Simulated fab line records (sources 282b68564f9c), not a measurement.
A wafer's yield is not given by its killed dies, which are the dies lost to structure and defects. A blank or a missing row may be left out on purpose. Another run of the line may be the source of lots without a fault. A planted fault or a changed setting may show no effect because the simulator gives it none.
A lot that was struck, set against a sound lot / flow rit cmos / 25 steps out of a route of 202
Sound: these wafers, L334.1, L334.2, L334.5. Wafers L330.2, L330.3, L330.5 were the ones struck. The cause is given at the end.
For every step that has rows: the tool of each side, followed by ch and its chambers, followed by its first start. Under that, the readings that differ: sound wafers / struck wafers / difference of the means / sigmas: that difference in standard deviations of wafers without a fault.
alike: same words and numbers on both sides, and readings whose means sit less than 2 such deviations apart. not compared: any withheld reading, any reading some wafer has no value for, any bound like >300 that may hide the same value, and any number with overlapping values for which the record gives no deviation.
A row with sigmas, a row that says differs or no value, or rows on one side alone: a step with any of these is where the two part. When numbers do not overlap yet have no deviation, they are printed without sigmas and do not part them. Lack of a reading on every wafer of one side parts them only where that side has two or more wafers.

first, 2 steps without rows for these wafers: RIT_FOX2_CLEAN_02 (cleans in dHF, time 180 s); RIT_FOX2_WET_ETCH_03 (etches Si3N4 in H3PO4, target depth 195 nm, time 2700 s).
RIT_FOX2_THK_MEAS_90:
  sound on film metro-04, day 5 03:20; struck on film metro-01, day 4 07:12
  alike: FIELD_OXIDE_LEFT_1_THK
then, 6 steps without rows for these wafers: RIT_NWELL_HMDS_00 (prime time 60 s); RIT_NWELL_COAT_01 (resist thk 1300 nm); RIT_NWELL_SOFTBAKE_02 (time 60 s); RIT_NWELL_EXPOSE_03 (exposes mask M2, target cd 43900 nm); RIT_NWELL_PEB_04; RIT_NWELL_DEVELOP_05 (develop time 68 s).
RIT_NWELL_OVL_MEAS_06:
  sound on overlay-01, day 5 04:17; struck on overlay-02, day 4 08:16
  alike: NWELL_OVL
then, 2 steps without rows for these wafers: RIT_NWELL_HARDBAKE_07 (time 120 s); RIT_NWELL_IMPLANT_08.
RIT_NWELL_STRIP_09: strips in O2, time 180 s.
  sound on plasma asher-04 ch 0,1, day 5 04:43; struck on plasma asher-04 ch 1, day 4 08:41
  no value came back on the struck wafers for chamber pressure mTorr (mTorr), drypump motor current A (A), time s (s); on the sound wafers chamber pressure mTorr (mTorr) reads 3995 4000 3996
reading=model.NOVOLAK_of_NWELL_COAT_01.thk nm (nm); sound=0 0 0; struck=1134 1139 1135; difference=+1136; sigmas=
  not compared: rf hours counter h
RIT_NWELL_TW_MEAS_10:
  sound on film metro-04, day 5 04:53; struck on film metro-04, day 4 08:53
  alike: NWELL_TW
then, 6 steps without rows for these wafers: RIT_PWELL_HMDS_00 (prime time 60 s); RIT_PWELL_COAT_01 (resist thk 1300 nm); RIT_PWELL_SOFTBAKE_02 (time 60 s); RIT_PWELL_EXPOSE_03 (exposes mask M3, target cd 43700 nm); RIT_PWELL_PEB_04; RIT_PWELL_DEVELOP_05 (develop time 68 s).
RIT_PWELL_OVL_MEAS_06:
  sound on overlay-02, day 5 05:50; struck on overlay-02, day 4 09:59
  alike: PWELL_OVL
then, 2 steps without rows for these wafers: RIT_PWELL_HARDBAKE_07 (time 120 s); RIT_PWELL_IMPLANT_08.
RIT_PWELL_STRIP_09: strips in O2, time 180 s.
  sound on plasma asher-02 ch 0,1, day 5 06:16; struck on plasma asher-02 ch 0,1, day 4 10:25
  alike: chamber pressure mTorr, drypump motor current A
  not compared: rf hours counter h
RIT_PWELL_TW_MEAS_10:
  sound on film metro-03, day 5 06:26; struck on film metro-03, day 4 10:50
reading=PWELL_TW; sound=949 951 952; struck=30 30 30; difference=-921; sigmas=-77
  not compared: hold

== WHERE THEY PART ==
Earliest at RIT_NWELL_STRIP_09; latest, in this record, at RIT_PWELL_TW_MEAS_10.

WHY: what had been put in by the simulator
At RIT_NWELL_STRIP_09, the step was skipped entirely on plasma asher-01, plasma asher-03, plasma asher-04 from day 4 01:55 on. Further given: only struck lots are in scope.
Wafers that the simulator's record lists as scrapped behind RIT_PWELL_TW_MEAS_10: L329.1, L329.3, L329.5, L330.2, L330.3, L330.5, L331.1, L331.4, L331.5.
